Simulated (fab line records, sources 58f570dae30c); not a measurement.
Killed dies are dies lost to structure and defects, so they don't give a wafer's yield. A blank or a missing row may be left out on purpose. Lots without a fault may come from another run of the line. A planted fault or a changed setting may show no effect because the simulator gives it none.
Chamber matching | flow berkeley_cmos170 | UCB170_NSD_CLEAN_11 on wet_bench-01: 3 sister chambers
The step cleans in SPM, time 600 s. 6 wafers are shown with their chamber, then 3 later ones without.

WAFERS WITH THEIR CHAMBER
wafer  | chamber | temp_c (C)
L592.4 | 1       | 119.93
L592.6 | 1       | 119.80
L595.1 | 2       | 119.83
L595.3 | 2       | 120.03
L603.4 | 0       | 120.05
L603.6 | 0       | 119.97

WAFERS WITHOUT THEIR CHAMBER
wafer  | temp_c (C)
L601.1 | 120.04
L601.5 | 120.05
L601.6 | 120.09

WHICH CHAMBER EACH WENT THROUGH
wafer  | from the rows above          | in truth
L601.1 | can't be placed: 0 or 2 or 1 | 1
L601.5 | can't be placed: 0 or 2 or 1 | 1
L601.6 | can't be placed: 0 or 2 or 1 | 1
Placed correctly: 0 of 3. Can't be placed from these rows: 3 (the true chamber is among the candidates in 3). Placed wrongly: 0.
How it was worked out, from the rows above alone: a wafer's distance from a chamber is the root of the sum, over the readings, of the square of ((its reading less the chamber's mean) divided by the reading's scatter). The wafer belongs to the nearest chamber; if the next one is less than 2 further off, it can't be placed. A chamber's mean is the mean of its shown wafers. The scatter: the root of (the sum of the squares of (reading less its chamber's mean) over the shown wafers, divided by (wafers less chambers)).
